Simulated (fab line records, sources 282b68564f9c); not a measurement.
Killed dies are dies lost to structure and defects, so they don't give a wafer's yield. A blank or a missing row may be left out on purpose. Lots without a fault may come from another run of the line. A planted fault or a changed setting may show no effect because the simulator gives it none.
Which tool did it? | flow rit_cmos | 14 lots, 42 wafers sampled, at 1 step of a route of 202

WHAT THE GAUGES READ, wafer by wafer
The record holds no reading of a measuring or inspecting step that can be judged against a usual standard deviation.

WHICH TOOL RAN EACH LOT (tool, then ch and the chambers of the sampled wafers, then the start)
lot  | RIT_SPACER_CVD_03
L918 | lpcvd-01 ch 1, day 3 10:53
L919 | lpcvd-01 ch 0, day 3 15:07
L920 | lpcvd-01 ch 1, day 3 20:32
L921 | lpcvd-01 ch 1, day 4 03:10
L922 | lpcvd-01 ch 0, day 4 06:32
L924 | lpcvd-02 ch 1, day 4 17:42
L925 | lpcvd-01 ch 1, day 4 22:34
L926 | lpcvd-01 ch 1, day 5 02:32
L933 | lpcvd-01 ch 1, day 6 14:32
L934 | lpcvd-01 ch 1, day 6 18:20
L935 | lpcvd-02 ch 1, day 6 23:31
L936 | lpcvd-01 ch 0, day 7 05:30
L937 | lpcvd-01 ch 1, day 7 11:45
L938 | lpcvd-01 ch 0, day 7 19:34
- RIT_SPACER_CVD_03: deposits Si3N4 from SiH2Cl2/NH3, target thk 250 nm, time 3300 s.

WHAT THE TOOLS THEMSELVES READ (means of the sampled wafers that have a number; where no wafer has one, the mark that the record gives instead)
RIT_SPACER_CVD_03.
lot  | tool     | nh3_flow_sccm (sccm) | pressure_mtorr (mTorr) | spike_tc_centre_C (C)
L918 | lpcvd-01 | 150.2                | 299.3                  | 812.6
L919 | lpcvd-01 | 149.4                | 299.8                  | 814.5
L920 | lpcvd-01 | 150.1                | 299.9                  | 811.5
L921 | lpcvd-01 | 150.0                | 299.6                  | 812.7
L922 | lpcvd-01 | 150.3                | 299.7                  | 813.8
L924 | lpcvd-02 | 149.9                | 300.9                  | 812.0
L925 | lpcvd-01 | 150.3                | 300.5                  | 812.2
L926 | lpcvd-01 | 149.9                | 300.5                  | 812.6
L933 | lpcvd-01 | -                    | -                      | -
L934 | lpcvd-01 | -                    | -                      | -
L935 | lpcvd-02 | 150.1                | 300.4                  | 812.4
L936 | lpcvd-01 | 150.6                | 299.4                  | 815.1
L937 | lpcvd-01 | 149.6                | 299.3                  | 811.8
L938 | lpcvd-01 | 149.4                | 300.0                  | 814.4

THE ANSWER, worked out from the rows above alone
Rule: what is usual is taken from the lots themselves. Put in order of their means at a reading, lots are off if they are a third of the lots or fewer, leave a main group of 4 or more, and stand apart from it by a gap of 3 or more times the standard deviation of the main group's means; of several such gaps the widest counts. A main group whose means are all the same, to the digits that the tables above print for the reading, isn't used. A lot without any number at a reading at which 4 lots or more have one is off too. The other lots that the step has rows for count as sound. The gauges are gone through in route order, then the tools' own readings, and for those a lot's mean is taken as printed above. The first step at which some lot is off is used, and at that step the reading that is off furthest; a lot without a number counts as furthest.
Off: L933, L934, at RIT_SPACER_CVD_03 (nh3_flow_sccm). Without a number there: L933, L934. The main group: mean 150.0 sccm, standard deviation 0.35.
A tool fits if, at that step or a process step before it, it ran every lot that is off, and no sound lot after the first of them. None of those tried fits.

WHAT THE SIMULATOR HAD PUT IN
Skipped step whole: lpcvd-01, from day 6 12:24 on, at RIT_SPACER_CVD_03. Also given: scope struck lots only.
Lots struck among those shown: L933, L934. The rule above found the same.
